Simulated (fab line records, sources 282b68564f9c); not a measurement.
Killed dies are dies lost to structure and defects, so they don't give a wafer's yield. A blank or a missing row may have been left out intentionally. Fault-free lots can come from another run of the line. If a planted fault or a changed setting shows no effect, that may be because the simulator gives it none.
One fault through the eyes of 2 desks :: flow rit cmos :: only its own numbers are on each desk; what lay behind them is given at the end

AT THE TOOL OWNER'S DESK: plasma asher-02
The tool's own readings at RIT_CONTACT_STRIP_12 (strips in O2, time 180 s): means of the sampled wafers that have a number, for each lot that ran on this tool. The brackets show how far a lot's mean lies from the usual mean; more than 4 standard deviations puts the lot out of limits, marked OUT.
Columns: A = drypump motor current A at RIT_CONTACT_STRIP_12, usual 5.55 A; B = run length s at RIT_CONTACT_STRIP_12, usual 208.0 s
lot: L843
first seen here: day 3 16:28
A: 5.70
B: 207.8

lot: L856
first seen here: day 6 03:02
A: 5.70
B: 204.0 (-9.1) OUT

lot: L859
first seen here: day 6 23:28
A: 5.61
B: 200.9 (-16) OUT
This desk's finding: out of limits on L856, L859; first on L856, day 6 03:02 (run length s at RIT_CONTACT_STRIP_12). L843: within limits.

METROLOGY DESK
What the gauges read for every lot (on any tool): the sampled wafers with a number, averaged. The brackets show how far a lot's mean lies from the usual mean; more than 4 standard deviations puts the lot out of limits, marked OUT.
Columns: A = CONTACT_TEOS_THK at RIT_CONTACT_THK_MEAS_01, usual 400 nm; B = cd nm at RIT_CONTACT_CD_MEAS_08, usual 999.8 nm; C = CONTACT_OVL at RIT_CONTACT_OVL_MEAS_09, usual -0.7 nm; D = cd nm at RIT_CONTACT_CD_MEAS_90, usual 999.8 nm
lot: L843
first seen here: day 3 14:49
A: 395
B: 1000.3
C: -1.9
D: 999.9

lot: L853
first seen here: day 5 14:40
A: 400
B: 1000.2
C: 0.0
D: 1000.3

lot: L856
first seen here: day 6 01:20
A: 402
B: 1000.8
C: 0.3
D: 1000.8

lot: L859
first seen here: day 6 21:57
A: 400
B: 1001.2
C: 1.6
D: 1001.5

lot: L861
first seen here: day 7 05:13
A: 396
B: 995.3
C: -1.0
D: 995.4

lot: L863
first seen here: day 7 17:53
A: 397
B: 998.6
C: 0.4
D: 998.7
This desk's verdict: no lot among the 6 shows anything out of limits.

BROUGHT TOGETHER
An alarm could have come from the tool owner's desk at day 6 03:02, on L856, L859.
Metrology desk: nothing out of limits seen.
The metrology desk holds a record of L856, L859, inside its limits.
RIT_CONTACT_STRIP_12 was run on plasma asher-02 by each of the lots named.

WHAT THE SIMULATOR HAD INSERTED
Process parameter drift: plasma asher-02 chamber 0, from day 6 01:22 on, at RIT_CONTACT_STRIP_12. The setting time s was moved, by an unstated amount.
Struck lots among those shown: L856, L859.
Hours from the fault's start to each desk's first reading out of limits: the tool owner's desk, 2.
